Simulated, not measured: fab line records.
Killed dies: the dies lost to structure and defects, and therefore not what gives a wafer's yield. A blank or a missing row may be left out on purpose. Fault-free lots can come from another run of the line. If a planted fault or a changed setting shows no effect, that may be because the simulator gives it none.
The same fault as seen by 2 desks	flow berkeley-cmos170	numbers are kept per desk, each desk with only its own; the story behind them comes last

## DESK OF THE TOOL OWNER: lpcvd-02
The tool's own readings at UCB170_ACTIVE_CVD_05 (deposits Si3N4 from SiH2Cl2/NH3, target thk 220 nm, time 3300 s): means of the sampled wafers that have a number, for each lot that ran on this tool. The brackets show how far a lot's mean lies from the usual mean; more than 4 standard deviations puts the lot out of limits, marked OUT.
Columns: A = susceptor-temp-C at UCB170_ACTIVE_CVD_05, usual 800.03 C; B = zone-power-source-pct at UCB170_ACTIVE_CVD_05, usual 20.5 %
lot	first seen here	A	B
L779	day 4 01:46	799.93	21.9
L782	day 4 08:35	800.14	21.7
L783	day 4 14:30	800.12	17.0
L785	day 4 19:01	800.11	17.1
L786	day 5 11:22	800.09	17.1
L795	day 7 22:39	800.01	22.1
L800	day 8 07:32	800.23	17.2
L801	day 8 07:32	800.08	17.0
This desk found nothing out of limits on any of the 8 lots.

## THE METROLOGY DESK
What the gauges read for every lot (on any tool): the sampled wafers with a number, averaged. The brackets show how far a lot's mean lies from the usual mean; more than 4 standard deviations puts the lot out of limits, marked OUT.
Columns: A = ACTIVE_NITRIDE_THK at UCB170_ACTIVE_THK_MEAS_06, usual 220.7 nm
lot	first seen here	A
L779	day 4 03:41	217.1
L782	day 4 10:32	221.2
L783	day 4 16:25	222.2
L785	day 4 20:56	338.5 (+51) OUT
L786	day 5 13:18	337.4 (+51) OUT
L792	day 6 19:43	219.4
L794	day 7 04:48	221.2
L795	day 8 01:32	218.6
L797	day 8 07:12	223.1
L798	day 8 07:12	221.5
L799	day 8 07:16	218.8
L796	day 8 07:17	224.8
L800	day 8 09:27	223.6
L801	day 8 09:27	219.5
This desk's finding: out of limits on L785, L786; first on L785, day 4 20:56 (ACTIVE_NITRIDE_THK at UCB170_ACTIVE_THK_MEAS_06). Within limits: L779, L782, L783, L792, L794, L795, L797, L798, L799, L796, L800, L801.

## TAKEN TOGETHER
On L785, L786, the metrology desk was in a position to raise an alarm at day 4 20:56.
The tool owner's desk saw nothing out of limits.
The tool owner's desk has L785, L786 on record, within its limits.
On lpcvd-02, each named lot ran UCB170_ACTIVE_CVD_05.

## WHAT HAD BEEN PUT IN BY THE SIMULATOR
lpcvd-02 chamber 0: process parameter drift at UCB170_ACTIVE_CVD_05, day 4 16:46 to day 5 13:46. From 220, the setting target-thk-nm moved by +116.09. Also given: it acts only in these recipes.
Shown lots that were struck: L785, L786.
Delay in hours, fault start to first out-of-limits reading, per desk: metrology desk 4.
